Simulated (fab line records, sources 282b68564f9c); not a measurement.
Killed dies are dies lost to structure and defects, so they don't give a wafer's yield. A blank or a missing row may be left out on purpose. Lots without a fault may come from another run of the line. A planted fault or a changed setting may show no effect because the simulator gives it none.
A struck lot beside a sound one | flow rit_cmos | 43 steps out of a route of 202
Sound: wafers L680.1, L680.3, L680.5. Struck: wafers L686.2, L686.4. (L686.6 of the same lot was not struck and is left out.) The cause comes at the end.
At each step with rows: each side's tool, then ch and its chambers, then its first start. Under that, the readings that differ: sound wafers | struck wafers | difference of the means | sigmas: that difference in standard deviations of wafers without a fault.
alike: readings whose means differ by less than 2 such deviations, and words and numbers that are the same on both sides. not compared: withheld readings, readings that some wafer has no value for, bounds like >300 that may hide the same value, and numbers for which the record gives no deviation and whose values overlap.
The two part at a step that has a row with sigmas, a row that says differs or no value, or rows on one side only. Numbers that don't overlap but have no deviation are shown without sigmas and don't part them. A reading that every wafer of one side lacks parts them only if that side has two wafers or more.

first, 2 steps without rows for these wafers: RIT_NSD_IMPLANT_08; RIT_NSD_STRIP_09 (strips in O2, time 180 s).
RIT_NSD_TW_MEAS_10:
  sound on film_metro-04, day 3 12:12; struck on film_metro-04, day 4 21:23
  alike: NSD_TW
then, 6 steps without rows for these wafers: RIT_PSD_HMDS_00 (prime time 60 s); RIT_PSD_COAT_01 (resist thk 1000 nm); RIT_PSD_SOFTBAKE_02 (time 60 s); RIT_PSD_EXPOSE_03 (exposes mask M10, target cd 40900 nm); RIT_PSD_PEB_04; RIT_PSD_DEVELOP_05 (develop time 50 s).
RIT_PSD_OVL_MEAS_06:
  sound on overlay-01, day 3 13:14; struck on overlay-02, day 4 22:26
  alike: PSD_OVL
then, 2 steps without rows for these wafers: RIT_PSD_HARDBAKE_07 (time 60 s); RIT_PSD_IMPLANT_08.
RIT_PSD_STRIP_09: strips in O2, time 180 s.
  sound on plasma_asher-03 ch 0,1, day 3 13:34; struck on plasma_asher-03 ch 0, day 4 22:46
  alike: drypump_motor_current_A
  not compared: rf_hours_counter_h
RIT_PSD_TW_MEAS_10:
  sound on film_metro-01, day 3 13:44; struck on film_metro-01, day 4 22:56
  alike: PSD_TW
then, 3 steps without rows for these wafers: RIT_SDANNEAL_CLEAN_00 (cleans in SC1, time 600 s); RIT_SDANNEAL_CLEAN_01 (cleans in dHF, time 30 s); RIT_SDANNEAL_CLEAN_02 (cleans in SC2, time 600 s).
RIT_SDANNEAL_RTA_03: time 5 s.
  sound on rtp_anneal-01 ch 0, day 3 14:10; struck on rtp_anneal-01 ch 0, day 4 23:22
  alike: wafer_temp_C_max
RIT_SDANNEAL_RS_MEAS_04: measures by four-point-probe.
  sound on film_metro-04, day 3 14:14; struck on film_metro-01, day 4 23:26
  alike: PSD_RS
RIT_SDANNEAL_RS_MEAS_05: measures by four-point-probe.
  sound on film_metro-04, day 3 14:21; struck on film_metro-01, day 4 23:34
  alike: NSD_RS
RIT_SDANNEAL_RS_MEAS_06: measures by four-point-probe.
  sound on film_metro-04, day 3 14:28; struck on film_metro-01, day 4 23:41
  alike: PLDD_RS
RIT_SDANNEAL_RS_MEAS_07: measures by four-point-probe.
  sound on film_metro-04, day 3 14:35; struck on film_metro-01, day 4 23:48
  reading          | sound             | struck      | difference | sigmas
  NLDD_RS (ohm/sq) | 154.9 154.8 155.2 | 153.6 153.6 | -1.4       | -3
then, 1 step without rows for these wafers: RIT_SILICIDE_WET_ETCH_00 (etches SiO2 in BOE, target depth 14 nm, time 15 s).
RIT_SILICIDE_SPUTTER_01: material Ti, target thk 30 nm, time 240 s.
  sound on pvd_sputter-01, day 3 14:43; struck on pvd_sputter-01, day 4 23:55
  alike: throttle_valve_pct
RIT_SILICIDE_RS_MEAS_02: measures by four-point-probe.
  sound on film_metro-03, day 3 14:52; struck on film_metro-02, day 5 00:05
  reading                 | sound          | struck    | difference | sigmas
  SILICIDE_TI_RS (ohm/sq) | 51.0 49.5 49.4 | 47.4 47.6 | -2.5       | -3
RIT_SILICIDE_THK_MEAS_03: measures by xrf.
  sound on film_metro-03, day 3 14:59; struck on film_metro-02, day 5 00:11
  reading              | sound          | struck    | difference | sigmas
  SILICIDE_TI_THK (nm) | 28.7 29.3 29.6 | 30.1 30.1 | +0.9       | +2
then, 2 steps without rows for these wafers: RIT_SILICIDE_RTA_04 (time 10 s, ramp up 5 s, ramp down 5 s); RIT_SILICIDE_WET_ETCH_05 (etches Ti in SPM, time 120 s).
RIT_SILICIDE_RTA_06: time 10 s, ramp up 5 s, ramp down 10 s.
  sound on rtp_anneal-01 ch 0, day 3 15:10; struck on rtp_anneal-01 ch 0, day 5 00:22
  alike: wafer_temp_C_max
RIT_CONTACT_CVD_00: deposits SiO2 from TEOS, target thk 400 nm, time 61 s.
  sound on pecvd-01 ch 0,1,2, day 3 15:14; struck on pecvd-01 ch 2, day 5 00:25
  alike: heater_power_w
RIT_CONTACT_THK_MEAS_01:
  sound on film_metro-03, day 3 15:17; struck on film_metro-03, day 5 00:28
  alike: CONTACT_TEOS_THK
then, 6 steps without rows for these wafers: RIT_CONTACT_HMDS_02 (prime time 60 s); RIT_CONTACT_COAT_03 (resist thk 1000 nm); RIT_CONTACT_SOFTBAKE_04 (time 60 s); RIT_CONTACT_EXPOSE_05 (exposes mask M11, target cd 1000 nm); RIT_CONTACT_PEB_06; RIT_CONTACT_DEVELOP_07 (develop time 120 s).
RIT_CONTACT_CD_MEAS_08: target cd 1000 nm.
  sound on cd_sem-01, day 3 16:19; struck on cd_sem-01, day 5 01:31
  reading    | sound                | struck       | difference | sigmas
  cd_nm (nm) | 1004.5 1005.6 1005.1 | 1000.2 996.8 | -6.6       | -3
RIT_CONTACT_OVL_MEAS_09:
  sound on overlay-01, day 3 16:26; struck on overlay-02, day 5 01:37
  alike: CONTACT_OVL
then, 2 steps without rows for these wafers: RIT_CONTACT_HARDBAKE_10 (time 60 s); RIT_CONTACT_ETCH_11 (etches SiO2 in CHF3/CF4/Ar, stops on TiSi2, target depth 480 nm, time 320 s).
RIT_CONTACT_STRIP_12: strips in O2, time 180 s.
  sound on plasma_asher-04 ch 0,1, day 3 16:49; struck on plasma_asher-02 ch 0,1, day 5 02:04
  reading                     | sound       | struck  | difference | sigmas
  drypump_motor_current_A (A) | 4.8 5.6 4.8 | 6.0 6.8 | +1.3       | +2
  not compared: rf_hours_counter_h
RIT_M1_PROBE_99:
  the record has rows for the struck wafers here (prober-01, day 5 06:47) and none for the sound ones

WHERE THEY PART
First at RIT_SDANNEAL_RS_MEAS_07; last, within this record, at RIT_M1_PROBE_99.

WHY: what the simulator had put in
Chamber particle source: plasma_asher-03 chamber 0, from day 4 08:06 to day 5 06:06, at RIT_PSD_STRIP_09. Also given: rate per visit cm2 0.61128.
